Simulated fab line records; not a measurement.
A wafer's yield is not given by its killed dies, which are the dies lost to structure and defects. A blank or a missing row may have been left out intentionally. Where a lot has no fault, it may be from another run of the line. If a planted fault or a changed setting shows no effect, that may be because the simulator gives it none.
fab line records + flow rit-cmos
[record]
- lots = 14
- wafers = 42
- last-day = 7
route steps=202 shown PLDD@122 M1@202
lots that met no fault: taken from a fault-free run of the same line
start-h: hours from the record's first day to the start of the lot's first wafer shown + wait-h: hours since the lot's step before + " identical to the entry in the row above + L1.1+2: a row that stands for several wafers + - no value, or no start given + * or withheld: withheld + < > ~ a bound
route shown NAME@n: NAME is a module with steps in the file, n the number in the route of the first one + usual: the fault-free wafers' mean and standard deviation + same: alike in all rows + chamber/n: place in a boat + sites: readings site by site + _std_site: standard deviation of those values + _edge_site: inner sites' mean taken away from outer sites' mean + radius-mm: for every site, how far away it sits from the centre of the wafer + mask NAME#n: copy n + behind: the last tool/chamber to shape the wafer + hold: the reason the lot was held/the length of the hold in hours/how it ended + device: names the non-switching transistor (n, p or np) + end of line: tests of these same wafers at the route's end + a step given without rows: its recipe and nothing more + killed: not the wafer's yield, but the dies lost to structure and defects at the first sort + map: per-die view of a wafer (x killed, . not killed, _ where there is no die)
set.NAME: the setting as run; set.NAME@STEP: as run at that earlier step + model.NAME: the simulator's own value behind a step, which no gauge read
steps of the route over a sample of lots; a table a step, a row a wafer
services: when a tool's chamber went out of use (start-h, in hours from the record's first day, below 0 if earlier), for how many hours, and the reason
[[steps]]
[step RIT_PLDD_IMPLANT_08]
[recipe]
- species = BF2
- energy-kev = 20
- dose-cm2 = 9e+14
- tilt-deg = 7.148
[usual]
- beam-energy-keV = 20.000/0.0066
- end-station-pressure-torr = 7.2e-06/4.2e-07
- faraday-current-uA = 2824/54
| lot.wafer | tool         | chamber | start-h | wait-h | beam-energy-keV | end-station-pressure-torr | faraday-current-uA |
|-----------|--------------|---------|---------|--------|-----------------|---------------------------|--------------------|
| L178.2    | implanter-04 | 0       | 53.23   | 0.1    | 19.995          | 7.8e-06                   | 2876               |
| L178.3    | "            | 0       | "       | "      | 19.993          | 7.5e-06                   | 2818               |
| L178.5    | "            | 0       | "       | "      | 19.989          | 6.7e-06                   | 2727               |
| L179.2    | implanter-02 | 0       | 55.38   | 0.1    | 20.004          | 6.7e-06                   | 2735               |
| L179.3    | "            | 0       | "       | "      | 19.995          | 7e-06                     | 2941               |
| L179.6    | "            | 0       | "       | "      | 19.997          | 7.3e-06                   | 2765               |
| L180.2    | implanter-04 | 0       | 62.63   | 0.1    | 20.005          | 7.1e-06                   | 2742               |
| L180.4    | "            | 0       | "       | "      | 20.006          | 5.9e-06                   | 2821               |
| L180.5    | "            | 0       | "       | "      | 19.997          | 7.5e-06                   | 2764               |
| L181.1    | implanter-02 | 0       | 66.93   | 0.1    | 19.997          | 7.3e-06                   | 2848               |
| L181.3    | "            | 0       | "       | "      | 19.997          | 7.6e-06                   | 2793               |
| L181.6    | "            | 0       | "       | "      | 19.992          | 6.9e-06                   | 2782               |
| L182.2    | implanter-01 | 0       | 70.35   | 0.1    | 20.011          | 6.9e-06                   | 2781               |
| L182.5    | "            | 0       | "       | "      | 19.995          | 7.1e-06                   | 2730               |
| L182.6    | "            | 0       | "       | "      | 20.002          | 7.5e-06                   | 2813               |
| L183.1    | implanter-02 | 0       | 73.75   | 0.1    | 20.001          | 7.5e-06                   | 2767               |
| L183.3    | "            | 0       | "       | "      | 19.995          | 7.2e-06                   | 2787               |
| L183.5    | "            | 0       | "       | "      | 20.000          | 6.5e-06                   | 2756               |
| L184.1    | implanter-01 | 0       | 82.06   | 0.1    | 19.995          | 7.2e-06                   | 2769               |
| L184.2    | "            | 0       | "       | "      | 19.993          | 7.8e-06                   | 2806               |
| L184.6    | "            | 0       | "       | "      | 20.003          | 7.8e-06                   | 2897               |
| L185.3    | implanter-02 | 0       | 84.12   | 0.1    | 20.005          | 7.2e-06                   | 2824               |
| L185.5    | "            | 0       | "       | "      | 20.005          | 7.6e-06                   | 2787               |
| L185.6    | "            | 0       | "       | "      | 20.014          | 7e-06                     | 2808               |
| L186.4    | implanter-02 | 0       | 90.71   | 0.1    | 20.007          | 7.4e-06                   | 2819               |
| L186.5    | "            | 0       | "       | "      | 20.001          | 7.5e-06                   | 2803               |
| L186.6    | "            | 0       | "       | "      | 20.007          | 7.1e-06                   | 2840               |
| L186.4    | implanter-02 | 0       | 91.03   | 0.3    | 20.012          | 7.1e-06                   | 2778               |
| L186.5    | "            | 0       | "       | "      | 19.997          | 6.5e-06                   | 2810               |
| L186.6    | "            | 0       | "       | "      | 19.996          | 6.9e-06                   | 2842               |
| L191.4    | implanter-01 | 0       | 113.99  | 0.1    | 20.014          | 6.8e-06                   | 2810               |
| L191.5    | "            | 0       | "       | "      | 20.004          | 7.2e-06                   | 2827               |
| L191.6    | "            | 0       | "       | "      | 20.018          | 7.4e-06                   | 2819               |
| L191.4    | implanter-01 | 0       | 114.31  | 0.3    | 19.981          | 7e-06                     | 2734               |
| L191.5    | "            | 0       | "       | "      | 19.984          | 7.4e-06                   | 2823               |
| L191.6    | "            | 0       | "       | "      | 19.993          | 7.7e-06                   | 2922               |
| L197.3    | implanter-01 | 0       | 143.39  | 0.1    | 20.009          | 6.9e-06                   | 2854               |
| L197.5    | "            | 0       | "       | "      | 19.991          | 7.3e-06                   | 2750               |
| L197.6    | "            | 0       | "       | "      | 19.998          | 7.1e-06                   | 2935               |
| L198.3    | implanter-02 | 0       | 150.42  | 0.1    | 20.000          | 7.8e-06                   | 2793               |
| L198.5    | "            | 0       | "       | "      | 20.002          | 7.7e-06                   | 2777               |
| L198.6    | "            | 0       | "       | "      | 20.001          | 7.1e-06                   | 2936               |
| L199.1    | implanter-01 | 0       | 155.73  | 0.1    | 19.991          | 7.1e-06                   | 2798               |
| L199.3    | "            | 0       | "       | "      | 19.998          | 7.3e-06                   | 2796               |
| L199.4    | "            | 0       | "       | "      | 19.997          | 7.1e-06                   | 2879               |
| L200.3    | implanter-02 | 0       | 163.39  | 0.1    | 19.998          | 7e-06                     | 2880               |
| L200.4    | "            | 0       | "       | "      | 19.999          | 6.7e-06                   | 2801               |
| L200.6    | "            | 0       | "       | "      | 20.005          | 7.6e-06                   | 2840               |
[step RIT_PLDD_TW_MEAS_10]
[usual]
- PLDD_TW = 2365/11
| lot.wafer | tool          | chamber | start-h | wait-h | PLDD_TW |
|-----------|---------------|---------|---------|--------|---------|
| L178.2    | film-metro-02 | -       | 53.54   | 0.1    | 2369    |
| L178.3    | "             | -       | "       | "      | 2347    |
| L178.5    | "             | -       | "       | "      | 2353    |
| L179.2    | film-metro-03 | -       | 55.69   | 0.1    | 2363    |
| L179.3    | "             | -       | "       | "      | 2370    |
| L179.6    | "             | -       | "       | "      | 2375    |
| L180.2    | film-metro-01 | -       | 62.94   | 0.1    | 2363    |
| L180.4    | "             | -       | "       | "      | 2357    |
| L180.5    | "             | -       | "       | "      | 2357    |
| L181.1    | film-metro-01 | -       | 67.26   | 0.1    | 2361    |
| L181.3    | "             | -       | "       | "      | 2350    |
| L181.6    | "             | -       | "       | "      | 2351    |
| L182.2    | film-metro-03 | -       | 70.66   | 0.1    | 2360    |
| L182.5    | "             | -       | "       | "      | 2348    |
| L182.6    | "             | -       | "       | "      | 2357    |
| L183.1    | film-metro-02 | -       | 74.07   | 0.1    | 2374    |
| L183.3    | "             | -       | "       | "      | 2372    |
| L183.5    | "             | -       | "       | "      | 2371    |
| L184.1    | film-metro-01 | -       | 82.38   | 0.1    | 2388    |
| L184.2    | "             | -       | "       | "      | 2369    |
| L184.6    | "             | -       | "       | "      | 2378    |
| L185.3    | film-metro-01 | -       | 84.42   | 0.1    | 2375    |
| L185.5    | "             | -       | "       | "      | 2374    |
| L185.6    | "             | -       | "       | "      | 2374    |
| L186.4    | film-metro-01 | -       | 91.31   | 0.1    | 2775    |
| L186.5    | "             | -       | "       | "      | 2764    |
| L186.6    | "             | -       | "       | "      | 2766    |
| L191.4    | film-metro-02 | -       | 114.67  | 0.2    | 2775    |
| L191.5    | "             | -       | "       | "      | 2768    |
| L191.6    | "             | -       | "       | "      | 2761    |
| L197.3    | film-metro-03 | -       | 143.68  | 0.1    | 2338    |
| L197.5    | "             | -       | "       | "      | 2361    |
| L197.6    | "             | -       | "       | "      | 2352    |
| L198.3    | film-metro-01 | -       | 150.71  | 0.1    | 2357    |
| L198.5    | "             | -       | "       | "      | 2364    |
| L198.6    | "             | -       | "       | "      | 2364    |
| L199.1    | film-metro-01 | -       | 156.06  | 0.1    | 2364    |
| L199.3    | "             | -       | "       | "      | 2360    |
| L199.4    | "             | -       | "       | "      | 2382    |
| L200.3    | film-metro-03 | -       | 163.69  | 0.1    | 2367    |
| L200.4    | "             | -       | "       | "      | 2361    |
| L200.6    | "             | -       | "       | "      | 2367    |
[step RIT_SDANNEAL_RS_MEAS_06]
[recipe]
- thk-meas-gauge = four-point-probe
[usual]
- PLDD_RS = 178.6/0.54
| lot.wafer | tool          | chamber | start-h | wait-h | PLDD_RS[ohm/sq] |
|-----------|---------------|---------|---------|--------|-----------------|
| L178.2    | film-metro-03 | -       | 59.74   | 0.1    | 178.8           |
| L178.3    | "             | -       | "       | "      | 178.0           |
| L178.5    | "             | -       | "       | "      | 178.0           |
| L179.2    | film-metro-02 | -       | 62.46   | 0.1    | 178.6           |
| L179.3    | "             | -       | "       | "      | 178.0           |
| L179.6    | "             | -       | "       | "      | 178.4           |
| L180.2    | film-metro-01 | -       | 69.36   | 0.1    | 178.4           |
| L180.4    | "             | -       | "       | "      | 179.1           |
| L180.5    | "             | -       | "       | "      | 179.0           |
| L181.1    | film-metro-03 | -       | 73.34   | 0.1    | 178.7           |
| L181.3    | "             | -       | "       | "      | 179.2           |
| L181.6    | "             | -       | "       | "      | 178.9           |
| L182.2    | film-metro-01 | -       | 77.00   | 0.1    | 178.1           |
| L182.5    | "             | -       | "       | "      | 178.3           |
| L182.6    | "             | -       | "       | "      | 178.0           |
| L183.1    | film-metro-03 | -       | 80.16   | 0.1    | 178.2           |
| L183.3    | "             | -       | "       | "      | 178.6           |
| L183.5    | "             | -       | "       | "      | 179.0           |
| L184.1    | film-metro-01 | -       | 88.93   | 0.1    | 178.7           |
| L184.2    | "             | -       | "       | "      | 178.5           |
| L184.6    | "             | -       | "       | "      | 178.0           |
| L185.3    | film-metro-02 | -       | 90.65   | 0.1    | 178.6           |
| L185.5    | "             | -       | "       | "      | 178.4           |
| L185.6    | "             | -       | "       | "      | 178.5           |
| L186.4    | film-metro-02 | -       | 98.01   | 0.1    | 151.5           |
| L186.5    | "             | -       | "       | "      | 151.8           |
| L186.6    | "             | -       | "       | "      | 152.0           |
| L191.4    | film-metro-01 | -       | 122.21  | 0.1    | 152.7           |
| L191.5    | "             | -       | "       | "      | 152.6           |
| L191.6    | "             | -       | "       | "      | 152.1           |
| L197.3    | film-metro-01 | -       | 149.88  | 0.1    | 178.0           |
| L197.5    | "             | -       | "       | "      | 177.8           |
| L197.6    | "             | -       | "       | "      | 177.6           |
| L198.3    | film-metro-02 | -       | 156.97  | 0.1    | 178.5           |
| L198.5    | "             | -       | "       | "      | 178.6           |
| L198.6    | "             | -       | "       | "      | 178.0           |
| L199.1    | film-metro-03 | -       | 162.12  | 0.1    | 178.1           |
| L199.3    | "             | -       | "       | "      | 177.5           |
| L199.4    | "             | -       | "       | "      | 178.7           |
| L200.3    | film-metro-01 | -       | 169.89  | 0.1    | 177.4           |
| L200.4    | "             | -       | "       | "      | 177.9           |
| L200.6    | "             | -       | "       | "      | 177.9           |
[step RIT_M1_PROBE_99]
[usual]
- killed-at-contacts = 0.1/0.32
- killed-at-front-end = 6.7/2.9
- killed-dies = 6.8/2.9
- killed-open = 3.3/1.7
- killed-short = 3.4/2.1
[same]
- gross-dies = 264
- killed_at_M0_to_M3 = 0
- killed_at_M4_up = 0
- killed-at-back-side = 0
- killed-at-other = 0
| lot.wafer | tool      | chamber | start-h | wait-h | killed-at-contacts | killed-at-front-end | killed-dies | killed-open | killed-short |
|-----------|-----------|---------|---------|--------|--------------------|---------------------|-------------|-------------|--------------|
| L186.4    | prober-01 | -       | 105.93  | 0.2    | 0                  | 7                   | 7           | 1           | 6            |
| L186.5    | prober-01 | -       | 105.98  | 0.2    | 0                  | 8                   | 8           | 5           | 3            |
| L186.6    | prober-01 | -       | 106.03  | 0.2    | 0                  | 7                   | 7           | 5           | 2            |
| L191.4    | prober-02 | -       | 130.21  | 0.2    | 0                  | 5                   | 5           | 3           | 2            |
| L191.5    | prober-02 | -       | 130.26  | 0.2    | 0                  | 3                   | 3           | 1           | 2            |
| L191.6    | prober-02 | -       | 130.31  | 0.2    | 0                  | 10                  | 10          | 5           | 5            |
// killed by level:class
L186.4 FOX2:geometric-particle:short=2 FOX1:geometric-particle:short=1 GATE:geometric-particle:short=1 GATE:geometric-particle:open=1 SPACER:geometric-particle:short=1 SILICIDE:geometric-particle:short=1
L186.5 FOX1:geometric-particle:open=1 FOX1:geometric-particle:short=1 FOX2:geometric-particle:short=1 FOX2:geometric-particle:open=1 GATE:geometric-particle:open=1 REOX:geometric-particle:open=1 REOX:geometric-particle:short=1 SILICIDE:geometric-particle:open=1
L186.6 GATE:geometric-particle:open=3 FOX1:geometric-particle:open=1 REOX:geometric-particle:short=1 SPACER:geometric-particle:open=1 SILICIDE:geometric-particle:short=1
L191.4 GATE:geometric-particle:open=2 REOX:geometric-particle:short=1 SILICIDE:geometric-particle:open=1 SILICIDE:geometric-particle:short=1
L191.5 GATE:geometric-particle:short=1 REOX:geometric-particle:short=1 REOX:geometric-particle:open=1
L191.6 GATE:geometric-particle:open=3 GATE:geometric-particle:short=3 FOX2:geometric-particle:open=2 FOX1:geometric-particle:short=1 SPACER:geometric-particle:short=1
[[services]]
| tool         | chamber | start-h | hours | kind   |
|--------------|---------|---------|-------|--------|
| implanter-01 | -       | 37.77   | 5.6   | repair |
| implanter-01 | -       | 60.20   | 2.7   | pm     |
| implanter-04 | -       | 94.89   | 1.3   | repair |
| implanter-04 | -       | 117.44  | 5.2   | pm     |
| implanter-02 | -       | 119.42  | 4.1   | repair |
| implanter-04 | -       | 136.31  | 2.5   | pm     |
[[key]]
[first-sign]
- step = RIT_PLDD_IMPLANT_08
- reading = visit
- direction = added
[effect]
- step = RIT_PLDD_TW_MEAS_10
- reading = PLDD_TW
- direction = up
- sigmas = 38
- usual = 2365
- struck = 2768
[effect]
- step = RIT_SDANNEAL_RS_MEAS_06
- reading = PLDD_RS
- direction = down
- sigmas = 49
- usual = 178.6
- struck = 152.1
met-at RIT_PLDD_IMPLANT_08
struck-lots L186,L191
tester-left-out L186,L191
[fault]
- kind = repeated-step-whole
- tool = implanter-01,implanter-02,implanter-04
- chamber = -
- onset-h = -
- steps = RIT_PLDD_IMPLANT_08
- times = 1
- scope = struck-lots-only
// tester-left-out: of these lots the tester's yield and bins aren't shown, on N5 and GAA mostly nor the transistor test; their killed dies are dies lost to structure and defects alone, not to doping, threshold or leakage, so they don't give the yield
